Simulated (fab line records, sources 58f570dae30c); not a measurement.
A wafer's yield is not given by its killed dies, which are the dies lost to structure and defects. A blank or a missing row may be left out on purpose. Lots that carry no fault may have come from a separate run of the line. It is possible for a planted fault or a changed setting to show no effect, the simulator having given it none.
Which tool is to blame?	flow berkeleyCmos170	Sampling: 14 lots, 42 wafers, 5 of 331 route steps

WHAT THE GAUGES READ, wafer by wafer
UCB170_NWELL_TW_MEAS_16.
lot	measured	on	NWELL_TW
L399	day 2 07:08	filmMetro-03	1263 1263 1262
L400	day 2 19:11	filmMetro-01	1233 1246 1246
L401	day 3 01:20	filmMetro-01	1244 1238 1241
L402	day 3 05:56	filmMetro-02	1234 1238 1235
L403	day 3 13:41	filmMetro-01	1238 1247 1246
L404	day 3 14:25	filmMetro-01	1246 1235 1242
L407	day 4 07:05	filmMetro-01	1231 1244 1243
L409	day 4 12:24	filmMetro-01	1303 1301 1304
L411	day 5 05:28	filmMetro-03	1325 1330 1319
L415	day 5 19:34	filmMetro-01	1244 1245 1240
L417	day 6 03:46	filmMetro-01	1243 1251 1236
L419	day 6 18:43	filmMetro-03	1257 1258 1268
L420	day 7 00:26	filmMetro-03	1265 1271 1266
L422	day 7 11:55	filmMetro-02	1233 1236 1231

UCB170_M2_CD_MEAS_90 targets a cd of 700 nm.
lot	measured	on	cdNm (nm)
L399	day 8 03:53	cdSem-02	707 702 697
L400	day 8 18:26	cdSem-01	707 701 704
L401	day 9 02:20	cdSem-02	703 698 698
L402	day 9 07:31	cdSem-01	704 699 696
L403	day 9 08:00	cdSem-01	695 701 698
L404	day 9 06:48	cdSem-02	702 701 699
L407	day 10 12:56	cdSem-02	698 700 707
L409	day 10 13:20	cdSem-02	704 698 701
L411	day 11 04:49	cdSem-01	696 701 693
L415	day 11 15:42	cdSem-01	704 699 700
L417	day 12 05:08	cdSem-02	704 699 702
L419	day 12 21:55	cdSem-01	702 700 699
L420	day 12 20:59	cdSem-02	702 700 701
L422	day 13 14:48	cdSem-01	704 703 701

TOOL THAT RAN EACH LOT (tool first, then ch and the chambers of the sampled wafers, then the start)
lot	UCB170_NWELL_IMPLANT_14	UCB170_BACKSIDE_STRIP_03	UCB170_CONTACT_ETCH_17
L399	implanter-02 ch 0, day 2 06:53	plasmaAsher-01 ch 0,1, day 7 08:29	rieDiel-03 ch 0,2, day 7 15:08
L400	implanter-01 ch 0, day 2 18:56	plasmaAsher-03 ch 0,1, day 8 04:29	rieDiel-03 ch 1,2,3, day 8 09:40
L401	implanter-02 ch 0, day 3 01:05	plasmaAsher-02 ch 0,1, day 8 12:03	rieDiel-04 ch 0,2,3, day 8 17:07
L402	implanter-01 ch 0, day 3 05:41	plasmaAsher-01 ch 0,1, day 8 12:29	rieDiel-02 ch 0,1,2, day 8 19:33
L403	implanter-01 ch 0, day 3 13:26	plasmaAsher-02 ch 0,1, day 8 12:35	rieDiel-03 ch 0,3, day 8 19:19
L404	implanter-03 ch 0, day 3 14:10	plasmaAsher-03 ch 0,1, day 8 12:17	rieDiel-04 ch 0,1,3, day 8 19:04
L407	implanter-02 ch 0, day 4 06:51	plasmaAsher-01 ch 0,1, day 9 15:40	rieDiel-02 ch 0,1, day 9 23:28
L409	implanter-03 ch 0, day 4 12:11	plasmaAsher-01 ch 0,1, day 9 16:39	rieDiel-04 ch 0,3, day 9 23:43
L411	implanter-03 ch 0, day 5 05:13	plasmaAsher-01 ch 0,1, day 10 14:16	rieDiel-04 ch 0,1,2, day 10 20:16
L415	implanter-02 ch 0, day 5 19:20	plasmaAsher-02 ch 0,1, day 10 21:07	rieDiel-02 ch 1,2,3, day 11 03:01
L417	implanter-02 ch 0, day 6 03:31	plasmaAsher-02 ch 0,1, day 11 13:29	rieDiel-03 ch 0,3, day 11 18:41
L419	implanter-01 ch 0, day 6 18:28	plasmaAsher-03 ch 0,1, day 12 00:59	rieDiel-03 ch 2,3, day 12 08:20
L420	implanter-01 ch 0, day 7 00:13	plasmaAsher-03 ch 0,1, day 12 00:44	rieDiel-02 ch 1,2,3, day 12 08:22
L422	implanter-03 ch 0, day 7 11:42	plasmaAsher-02 ch 0,1, day 12 20:42	rieDiel-02 ch 0,1,2, day 13 04:07
- UCB170_NWELL_IMPLANT_14
- UCB170_BACKSIDE_STRIP_03: strips in O2.
- UCB170_CONTACT_ETCH_17: etches BARC in N2/H2.

AS READ BY THE TOOLS THEMSELVES (means over the sampled wafers that have a number; for cases with no such wafer, the mark the record gives instead)
UCB170_NWELL_IMPLANT_14.
lot	tool	doseIonsCm2	faradayCurrentUA
L399	implanter-02	1.0003e+13	32.2
L400	implanter-01	1.0010e+13	32.5
L401	implanter-02	9.9987e+12	31.6
L402	implanter-01	9.9923e+12	32.5
L403	implanter-01	9.9977e+12	31.9
L404	implanter-03	1.0006e+13	31.7
L407	implanter-02	1.0008e+13	32.0
L409	implanter-03	1.1604e+13	36.8
L411	implanter-03	1.1604e+13	36.9
L415	implanter-02	9.9943e+12	31.6
L417	implanter-02	9.9960e+12	31.3
L419	implanter-01	1.0005e+13	31.2
L420	implanter-01	9.9890e+12	31.9
L422	implanter-03	9.9957e+12	31.6

UCB170_BACKSIDE_STRIP_03.
lot	tool	drypumpMotorCurrentA (A)	o2FlowSccm (sccm)	oesProductAu (a.u.)	stripTimeToEndpointS (s)
L399	plasmaAsher-01	6.1	399.0	0.731	21.87
L400	plasmaAsher-03	5.6	400.5	0.733	21.96
L401	plasmaAsher-02	6.3	399.9	0.734	22.06
L402	plasmaAsher-01	6.1	400.0	0.731	21.92
L403	plasmaAsher-02	6.3	399.6	0.737	21.93
L404	plasmaAsher-03	5.6	400.3	0.736	21.97
L407	plasmaAsher-01	6.1	399.6	0.734	22.00
L409	plasmaAsher-01	6.1	399.8	0.738	22.09
L411	plasmaAsher-01	6.1	400.0	0.738	21.98
L415	plasmaAsher-02	6.3	399.5	0.732	22.01
L417	plasmaAsher-02	6.3	400.1	0.734	22.04
L419	plasmaAsher-03	5.5	400.8	0.728	22.00
L420	plasmaAsher-03	5.6	399.5	0.732	22.06
L422	plasmaAsher-02	6.3	400.4	0.732	22.00

UCB170_CONTACT_ETCH_17.
lot	tool	drypumpMotorCurrentA (A)	oesProductAu (a.u.)	throttleValvePct (%)
L399	rieDiel-03	5.68	1.000	13.36
L400	rieDiel-03	5.61	1.034	13.31
L401	rieDiel-04	5.27	1.011	13.32
L402	rieDiel-02	5.74	1.010	13.15
L403	rieDiel-03	5.60	1.044	12.92
L404	rieDiel-04	5.48	0.986	13.30
L407	rieDiel-02	5.81	1.013	13.09
L409	rieDiel-04	5.30	1.015	13.28
L411	rieDiel-04	5.42	0.981	13.31
L415	rieDiel-02	5.82	1.015	13.15
L417	rieDiel-03	5.47	1.014	13.05
L419	rieDiel-03	5.84	1.020	13.24
L420	rieDiel-02	5.84	1.007	13.18
L422	rieDiel-02	5.73	1.019	13.16

THE ANSWER, worked out from the rows above alone
Rule: usual is defined by the lots themselves. The widest of any qualifying gaps counts: lots, ordered by their means at a reading, are off when they make up no more than a third of the lots, leave a main group of 4 or more, and stand apart from it by 3 or more times the standard deviation of that group's means. A main group whose means are all the same, to the digits that the tables above print for the reading, isn't used. A lot without any number at a reading at which 4 lots or more have one is off too. The other lots that the step has rows for count as sound. Order of review: gauges by route order, followed by the tools' own readings, for which a lot's mean as printed above is used. The first step at which some lot is off is used, and at that step the reading that is off furthest; a lot without a number counts as furthest.
Off: at UCB170_NWELL_TW_MEAS_16 (NWELL_TW), L409, L411. For the main group the mean is 1246 and the standard deviation 11.
A tool fits if, at a process step before that reading, it ran every lot that is off, and no sound lot after the first of them. The gauges at UCB170_NWELL_TW_MEAS_16 aren't tried: what is off there is off at UCB170_NWELL_IMPLANT_14 too, on other tools, and a gauge's error can't cause that. No candidate that was tried fits.

WHAT HAD BEEN PUT IN BY THE SIMULATOR
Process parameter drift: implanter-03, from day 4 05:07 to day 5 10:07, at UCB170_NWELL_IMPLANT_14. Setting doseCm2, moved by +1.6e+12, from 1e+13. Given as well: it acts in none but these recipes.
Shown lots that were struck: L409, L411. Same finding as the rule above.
